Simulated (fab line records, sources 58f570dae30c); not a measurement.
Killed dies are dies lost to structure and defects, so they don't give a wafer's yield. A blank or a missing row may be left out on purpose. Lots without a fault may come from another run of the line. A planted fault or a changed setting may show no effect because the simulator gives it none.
Which tool did it? | flow berkeley_cmos170 | 7 lots, 21 wafers sampled, at 2 steps of a route of 331

WHAT THE GAUGES READ, wafer by wafer
UCB170_M2_RS_MEAS_02: measures by four-point-probe.
lot  | measured     | on            | M2_AL_RS (ohm/sq)
L460 | day 8 14:57  | film_metro-03 | 0.03233 0.03218 0.0321
L465 | day 9 17:43  | film_metro-03 | 0.03185 0.03198 0.03211
L466 | day 10 04:49 | film_metro-03 | 0.03286 0.03252 0.03235
L470 | day 10 16:03 | film_metro-01 | 0.03195 0.03233 0.03203
L475 | day 11 11:01 | film_metro-01 | 0.03334 0.03341 0.03363
L478 | day 12 11:10 | film_metro-04 | 0.03355 0.03338 0.03363
L481 | day 13 03:28 | film_metro-04 | 0.03172 0.03174 0.03213

WHICH TOOL RAN EACH LOT (tool, then ch and the chambers of the sampled wafers, then the start)
lot  | UCB170_M2_SPUTTER_01
L460 | pvd_sputter-02, day 8 14:51
L465 | pvd_sputter-01, day 9 17:38
L466 | pvd_sputter-03, day 10 04:41
L470 | pvd_sputter-01, day 10 15:57
L475 | pvd_sputter-03, day 11 10:53
L478 | pvd_sputter-03, day 12 11:05
L481 | pvd_sputter-01, day 13 03:21
- UCB170_M2_SPUTTER_01: material Al, target thk 900 nm, time 120 s.

THE ANSWER, worked out from the rows above alone
Rule: what is usual is taken from the lots themselves. Put in order of their means at a reading, lots are off if they are a third of the lots or fewer, leave a main group of 4 or more, and stand apart from it by a gap of 3 or more times the standard deviation of the main group's means; of several such gaps the widest counts. A main group whose means are all the same, to the digits that the tables above print for the reading, isn't used. A lot without any number at a reading at which 4 lots or more have one is off too. The other lots that the step has rows for count as sound.
Off: L475, L478, at UCB170_M2_RS_MEAS_02 (M2_AL_RS). The main group: mean 0.03215 ohm/sq, standard deviation 0.00024.
A tool fits if, at a process step before that reading, it ran every lot that is off, and no sound lot after the first of them. The gauges at UCB170_M2_RS_MEAS_02 are tried like those tools. One fits: pvd_sputter-03 at UCB170_M2_SPUTTER_01. Its last sound lot is L466 (day 10 04:41), its first lot that is off L475 (day 11 10:53): a fault that began between those two fits.

WHAT THE SIMULATOR HAD PUT IN
Site profile drift: pvd_sputter-03, from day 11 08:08 on, at UCB170_M2_SPUTTER_01. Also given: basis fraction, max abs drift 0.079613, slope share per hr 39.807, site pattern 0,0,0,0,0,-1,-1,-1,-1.
Lots struck among those shown: L475, L478. The rule above found the same.
